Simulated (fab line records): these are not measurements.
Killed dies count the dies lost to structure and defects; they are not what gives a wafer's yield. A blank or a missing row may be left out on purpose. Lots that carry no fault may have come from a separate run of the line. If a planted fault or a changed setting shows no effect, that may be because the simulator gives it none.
A lot that was struck, set against a sound lot	flow ritCmos	43 out of 202 route steps
Sound: these wafers, L889.3, L889.4, L889.6. Struck: wafers L885.2, L885.5. (L885.1 of the same lot was not struck and is left out.) The cause comes at the end.
Per side, at each step with rows, come the tool, then ch with its chambers, and then its first start. Under that, the readings that differ: sound wafers	struck wafers	difference of the means	sigmas: that difference in standard deviations of wafers without a fault.
alike: words and numbers the same on both sides, and readings whose means are apart by under 2 such deviations; not compared: readings that were withheld, readings missing a value for some wafer, numbers with overlapping values and no deviation given by the record, and bounds like >300 which may hide the same value.
A row with sigmas, a row that says differs or no value, or rows on one side alone: a step with any of these is where the two part. Numbers that don't overlap but have no deviation are shown without sigmas and don't part them. A reading that every wafer of one side lacks parts them only if that side has two wafers or more.

first, 2 steps without rows for these wafers: RIT_PLDD_PEB_04; RIT_PLDD_DEVELOP_05 (develop time 50 s).
RIT_PLDD_OVL_MEAS_06:
  sound on overlay-02 at day 7 14:23; struck on overlay-01 at day 6 18:07
  alike: PLDD_OVL
then, 2 steps without rows for these wafers: RIT_PLDD_HARDBAKE_07 (time 60 s); RIT_PLDD_IMPLANT_08.
RIT_PLDD_STRIP_09: strips in O2, time 180 s.
  sound on plasmaAsher-03 ch 0,1, day 7 14:47; struck on plasmaAsher-04 ch 0, day 6 18:28
  alike: drypumpMotorCurrentA
  not compared: rfHoursCounterH
RIT_PLDD_TW_MEAS_10:
  sound on filmMetro-02 at day 7 14:55; struck on filmMetro-04 at day 6 18:38
reading	sound	struck	difference	sigmas
PLDD_TW	2384 2381 2379	2327 2331	-52	-2
then, 4 steps without rows for these wafers: RIT_SPACER_CLEAN_00 (cleans in SC1, time 600 s); RIT_SPACER_CLEAN_01 (cleans in dHF, time 30 s); RIT_SPACER_CLEAN_02 (cleans in SC2, time 600 s); RIT_SPACER_CVD_03 (deposits Si3N4 from SiH2Cl2/NH3, target thk 250 nm, time 3300 s).
RIT_SPACER_THK_MEAS_04:
  sound on filmMetro-02 at day 7 17:16; struck on filmMetro-04 at day 6 21:56
  alike: SPACER_NITRIDE_THK
RIT_SPACER_ETCHBACK_05: etches Si3N4 in SF6/CHF3, stops on SiO2, target depth 250 nm, time 240 s.
  sound on rieDiel-02 ch 0,1,2, day 7 17:19; struck on rieDiel-04 ch 0, day 6 22:00
  alike: drypumpMotorCurrentA, oesProductAu, throttleValvePct
  not compared: rfHoursCounterH
then, 2 steps without rows for these wafers: RIT_NSD_HMDS_00 (prime time 60 s); RIT_NSD_COAT_01 (resist thk 1000 nm).
RIT_NSD_SOFTBAKE_02: time 62.74 s.
  sound on lithoTrack-04 ch 0, day 7 17:49; struck on lithoTrack-03 ch 0, day 6 22:27
  alike: plateSensorTCentreC, plateSensorTEdgeC, resistLineTempC
then, 3 steps without rows for these wafers: RIT_NSD_EXPOSE_03 (exposes mask M9, target cd 40700 nm); RIT_NSD_PEB_04; RIT_NSD_DEVELOP_05 (develop time 50 s).
RIT_NSD_OVL_MEAS_06:
  sound on overlay-01 at day 7 18:19; struck on overlay-01 at day 6 23:00
  alike: NSD_OVL
then, 2 steps without rows for these wafers: RIT_NSD_HARDBAKE_07 (time 60 s); RIT_NSD_IMPLANT_08.
RIT_NSD_STRIP_09: strips in O2, time 180 s.
  sound on plasmaAsher-03 ch 0,1, day 7 18:43; struck on plasmaAsher-01 ch 0, day 6 23:20
  alike: drypumpMotorCurrentA
  not compared: rfHoursCounterH
RIT_NSD_TW_MEAS_10:
  sound on filmMetro-04 at day 7 18:50; struck on filmMetro-03 at day 6 23:31
  alike: NSD_TW
then, 6 steps without rows for these wafers: RIT_PSD_HMDS_00 (prime time 60 s); RIT_PSD_COAT_01 (resist thk 1007 nm); RIT_PSD_SOFTBAKE_02 (time 60 s); RIT_PSD_EXPOSE_03 (exposes mask M10, target cd 40900 nm); RIT_PSD_PEB_04; RIT_PSD_DEVELOP_05 (develop time 50 s).
RIT_PSD_OVL_MEAS_06:
  sound on overlay-02 at day 7 19:44; struck on overlay-02 at day 7 00:42
  alike: PSD_OVL
then, 2 steps without rows for these wafers: RIT_PSD_HARDBAKE_07 (time 60 s); RIT_PSD_IMPLANT_08.
RIT_PSD_STRIP_09: strips in O2, time 180 s.
  sound on plasmaAsher-04 ch 0,1, day 7 20:08; struck on plasmaAsher-01 ch 0,1, day 7 01:02
  alike: drypumpMotorCurrentA
  not compared: rfHoursCounterH
RIT_PSD_TW_MEAS_10:
  sound on filmMetro-04 at day 7 20:16; struck on filmMetro-04 at day 7 01:13
  alike: PSD_TW
then, 3 steps without rows for these wafers: RIT_SDANNEAL_CLEAN_00 (cleans in SC1, time 600 s); RIT_SDANNEAL_CLEAN_01 (cleans in dHF, time 30 s); RIT_SDANNEAL_CLEAN_02 (cleans in SC2, time 600 s).
RIT_SDANNEAL_RTA_03: time 5 s.
  sound on rtpAnneal-01 ch 0, day 7 20:41; struck on rtpAnneal-01 ch 0, day 7 01:38
  alike: chamberO2Ppm, wafer_temp_C_max
RIT_SDANNEAL_RS_MEAS_04: measurement is done with a four-point probe.
  sound on filmMetro-02 at day 7 20:46; struck on filmMetro-04 at day 7 01:42
  alike: PSD_RS
RIT_SDANNEAL_RS_MEAS_05: measurement is done with a four-point probe.
  sound on filmMetro-02 at day 7 20:53; struck on filmMetro-04 at day 7 01:49
reading	sound	struck	difference	sigmas
NSD_RS (ohm/sq)	85.1 84.7 84.7	84.0 84.0	-0.8	-3
RIT_SDANNEAL_RS_MEAS_06: measurement is done with a four-point probe.
  sound on filmMetro-02 at day 7 21:01; struck on filmMetro-04 at day 7 01:56
  alike: PLDD_RS
RIT_M1_PROBE_99:
  sound on prober-02 at day 8 04:20; struck on prober-02 at day 7 09:08
reading	sound	struck	difference	sigmas
hold	- - -	awaitDispo/2.1h/release awaitDispo/2.1h/release	no value on the sound wafers	
killed_at_M0_to_M3	0 0 1	0 0	+0	-2
killedAtFrontEnd	9 4 4	15 23	+13	+4
killedDies	9 4 5	15 23	+13	+4
killedOnRim	3 1 2	7 8	+6	+4
  alike: killedAtContacts, killedOpen, killedShort

== WHERE THEY PART ==
At RIT_PLDD_TW_MEAS_10 first; at RIT_M1_PROBE_99 last (within this record only).

WHY: what had been put in by the simulator
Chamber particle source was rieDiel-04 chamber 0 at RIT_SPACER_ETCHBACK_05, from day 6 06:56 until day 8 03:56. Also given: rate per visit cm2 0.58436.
